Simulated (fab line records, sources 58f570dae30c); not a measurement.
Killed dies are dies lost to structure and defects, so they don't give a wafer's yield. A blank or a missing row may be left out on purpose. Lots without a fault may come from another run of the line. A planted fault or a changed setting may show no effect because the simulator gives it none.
A struck lot beside a sound one | flow berkeley_cmos170 | 20 steps out of a route of 331
Sound: wafers L272.1, L272.5, L272.6. Struck: wafers L278.2, L278.3, L278.4. The cause comes at the end.
At each step with rows: each side's tool, then ch and its chambers, then its first start. Under that, the readings that differ: sound wafers | struck wafers | difference of the means | sigmas: that difference in standard deviations of wafers without a fault.
alike: readings whose means differ by less than 2 such deviations, and words and numbers that are the same on both sides. not compared: withheld readings, readings that some wafer has no value for, bounds like >300 that may hide the same value, and numbers for which the record gives no deviation and whose values overlap.
The two part at a step that has a row with sigmas, a row that says differs or no value, or rows on one side only. Numbers that don't overlap but have no deviation are shown without sigmas and don't part them. A reading that every wafer of one side lacks parts them only if that side has two wafers or more.

first, 5 steps without rows for these wafers: UCB170_WELLDRIVE_ANNEAL_03 (time 900 s); UCB170_WELLDRIVE_WET_ETCH_04 (etches SiO2 in BOE, time 120 s); UCB170_ACTIVE_CLEAN_00 (cleans in SPM, time 600 s); UCB170_ACTIVE_CLEAN_01 (cleans in dHF, time 60 s); UCB170_ACTIVE_OXIDATION_02 (target thk 26.4 nm, ox time 1260 s).
UCB170_ACTIVE_THK_MEAS_03:
  sound on film_metro-01, day 4 06:34; struck on film_metro-03, day 5 22:38
  alike: ACTIVE_OXIDE_THK
then, 2 steps without rows for these wafers: UCB170_ACTIVE_ANNEAL_04 (time 900 s); UCB170_ACTIVE_CVD_05 (deposits Si3N4 from SiH2Cl2/NH3, target thk 220 nm, time 3300 s).
UCB170_ACTIVE_THK_MEAS_06:
  sound on film_metro-03, day 4 13:50; struck on film_metro-03, day 6 05:16
  reading                 | sound             | struck            | difference | sigmas
  ACTIVE_NITRIDE_THK (nm) | 217.5 217.3 215.7 | 221.7 221.3 220.7 | +4.4       | +2
then, 3 steps without rows for these wafers: UCB170_ACTIVE_HMDS_07 (prime time 60 s); UCB170_ACTIVE_COAT_08 (resist thk 885.1 nm); UCB170_ACTIVE_SOFTBAKE_09 (time 60 s).
UCB170_ACTIVE_EXPOSE_10: exposes mask ACTIVE, target cd 1200 nm.
  sound on krf_scanner-02 ch 0, day 4 14:21; struck on krf_scanner-01 ch 0, day 6 06:08
  reading              | sound                | struck               | difference | sigmas
  exposure_dose_mJ_cm2 | 19.700 19.688 19.728 | 19.466 19.467 19.480 | -0.234     | -12
  alike: mask, focus_offset_nm
UCB170_ACTIVE_PEB_11:
  sound on litho_track-03 ch 0, day 4 14:28; struck on litho_track-03 ch 0, day 6 06:16
  alike: plate_sensor_t_centre_C, plate_sensor_t_edge_C
then, 1 step without rows for these wafers: UCB170_ACTIVE_DEVELOP_12 (develop time 45 s).
UCB170_ACTIVE_CD_MEAS_13: target cd 1200 nm.
  sound on cd_sem-02, day 4 14:44; struck on cd_sem-01, day 6 07:07
  reading    | sound                | struck               | difference | sigmas
  cd_nm (nm) | 1201.7 1201.2 1201.4 | 1192.0 1196.6 1177.3 | -12.8      | -9
  not compared: hold
UCB170_ACTIVE_OVL_MEAS_14:
  sound on overlay-01, day 4 14:52; struck on overlay-01, day 6 11:05
  reading | sound | struck                                                                     | difference                   | sigmas
  hold    | - - - | await_dispo/3.9h/release await_dispo/3.9h/release await_dispo/3.9h/release | no value on the sound wafers |
  alike: ACTIVE_OVL
UCB170_ACTIVE_ETCH_15: etches Si3N4 in CH3F/Ar/O2, stops on SiO2, target depth 242 nm, time 151 s.
  sound on rie_diel-01 ch 0,1, day 4 14:53; struck on rie_diel-02 ch 0,2, day 6 11:07
  reading                 | sound          | struck         | difference | sigmas
  model.ACTIVE.cd_nm (nm) | 1202 1201 1201 | 1192 1196 1177 | -13        |
  alike: drypump_motor_current_A, oes_product_au, throttle_valve_pct
  not compared: rf_hours_counter_h
UCB170_ACTIVE_STRIP_16: strips in O2.
  sound on plasma_asher-04 ch 0,1, day 4 14:59; struck on plasma_asher-02 ch 0,1, day 6 11:13
  reading                     | sound       | struck      | difference | sigmas
  drypump_motor_current_A (A) | 6.2 6.2 6.3 | 5.1 4.8 5.1 | -1.2       | -2
  alike: oes_product_au, strip_time_to_endpoint_s
  not compared: rf_hours_counter_h
UCB170_M3_PROBE_99:
  the record has rows for the sound wafers here (prober-01, day 8 15:40) and none for the struck ones

WHERE THEY PART
First at UCB170_ACTIVE_THK_MEAS_06; last, within this record, at UCB170_M3_PROBE_99.

WHY: what the simulator had put in
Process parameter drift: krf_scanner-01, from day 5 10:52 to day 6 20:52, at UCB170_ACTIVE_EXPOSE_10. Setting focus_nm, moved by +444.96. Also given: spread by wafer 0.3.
